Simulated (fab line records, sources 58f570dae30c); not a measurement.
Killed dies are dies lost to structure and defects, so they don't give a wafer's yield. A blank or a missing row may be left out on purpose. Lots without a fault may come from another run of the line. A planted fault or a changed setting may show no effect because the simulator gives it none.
Tool commonality check | flow berkeley_cmos170 | 13 lots, 39 wafers sampled

WHY IT WAS OPENED
At UCB170_NLDD_CD_MEAS_06 the reading cd_nm is flagged on 1 of 13 lots. Wafers without a fault read 1200.8 nm, standard deviation 1.3.
Rule: a lot is flagged when every wafer of it that has a number lies more than 4 standard deviations from that mean, or none has a number. The other lots count as sound.

lot  | measured     | on        | cd_nm (nm), wafer by wafer | flag
L270 | day 6 14:03  | cd_sem-01 | 1201.5 1200.8 1200.3       |
L274 | day 7 02:24  | cd_sem-02 | 1201.4 1202.0 1201.4       |
L271 | day 7 03:08  | cd_sem-02 | 1198.8 1199.3 1199.8       |
L273 | day 7 03:23  | cd_sem-02 | 1199.0 1200.4 1199.6       |
L272 | day 7 03:34  | cd_sem-02 | 1201.3 1200.2 1201.4       |
L275 | day 7 13:22  | cd_sem-01 | 1199.8 1201.1 1201.3       |
L279 | day 8 02:10  | cd_sem-01 | 1200.0 1201.8 1200.1       |
L280 | day 8 02:28  | cd_sem-02 | 1199.8 1200.3 1199.7       |
L277 | day 8 02:40  | cd_sem-01 | 1200.2 1201.1 1201.8       |
L278 | day 8 02:55  | cd_sem-02 | 1201.3 1201.7 1202.2       |
L282 | day 8 23:22  | cd_sem-01 | 1214.9 1211.1 1215.1       | FLAGGED
L289 | day 10 11:58 | cd_sem-02 | 1200.5 1199.0 1199.4       |
L293 | day 11 05:44 | cd_sem-01 | 1203.0 1203.9 1203.3       |
The numbers of the flagged lots are 1213.7 nm on average: +12.9 nm against the usual, or +10 standard deviations.

WHICH TOOL RAN EACH LOT
The record holds 1 process step before the reading, out of a route of 331 steps. In each cell: the tool, then ch and the chambers that the sampled wafers went through, then the start.
lot  | flag    | UCB170_NLDD_EXPOSE_03
L270 |         | krf_scanner-02 ch 0, day 6 13:26
L274 |         | krf_scanner-02 ch 0, day 7 01:40
L271 |         | krf_scanner-01 ch 0, day 7 02:15
L273 |         | krf_scanner-02 ch 0, day 7 02:29
L272 |         | krf_scanner-02 ch 0, day 7 02:39
L275 |         | krf_scanner-01 ch 0, day 7 12:22
L279 |         | krf_scanner-01 ch 0, day 8 01:37
L280 |         | krf_scanner-02 ch 0, day 8 02:04
L277 |         | krf_scanner-01 ch 0, day 8 02:16
L278 |         | krf_scanner-01 ch 0, day 8 02:24
L282 | FLAGGED | krf_scanner-02 ch 0, day 8 22:45
L289 |         | krf_scanner-01 ch 0, day 10 11:34
L293 |         | krf_scanner-01 ch 0, day 11 05:02
What these steps do:
- UCB170_NLDD_EXPOSE_03: exposes mask NSELECT, target cd 1200 nm.
- UCB170_NLDD_CD_MEAS_06: target cd 1200 nm.

FLAGGED OVER TOTAL, TOOL BY TOOL (the gauges that took the reading come last)
step                   | tool           | lots run | flagged | share of the flagged lots | sound lots run after its first flagged lot
UCB170_NLDD_EXPOSE_03  | krf_scanner-01 | 7        | 0       | none                      | -
UCB170_NLDD_EXPOSE_03  | krf_scanner-02 | 6        | 1       | all                       | 0
UCB170_NLDD_CD_MEAS_06 | cd_sem-01      | 6        | 1       | all                       | 1 (L293)
UCB170_NLDD_CD_MEAS_06 | cd_sem-02      | 7        | 0       | none                      | -

WHAT THE TABLE ALLOWS
2 rows of the table ran every flagged lot: krf_scanner-02 at UCB170_NLDD_EXPOSE_03, cd_sem-01 at UCB170_NLDD_CD_MEAS_06.
- krf_scanner-02 at UCB170_NLDD_EXPOSE_03: 1 of its 6 lots flagged. Its last sound lot is L280 (day 8 02:04), its first flagged lot L282 (day 8 22:45): a fault that began between those two fits.
- cd_sem-01 at UCB170_NLDD_CD_MEAS_06: 1 of its 6 lots flagged. Sound lots ran on it after the first flagged one (L293), which a lasting fault on the whole tool wouldn't allow.
One tool is left: krf_scanner-02 at UCB170_NLDD_EXPOSE_03.

WHAT THE SIMULATOR HAD PUT IN
Process parameter drift: krf_scanner-02, from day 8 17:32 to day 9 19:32, at UCB170_NLDD_EXPOSE_03. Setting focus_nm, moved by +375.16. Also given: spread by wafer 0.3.
Lots struck among those shown: L282. The rule above found the same.
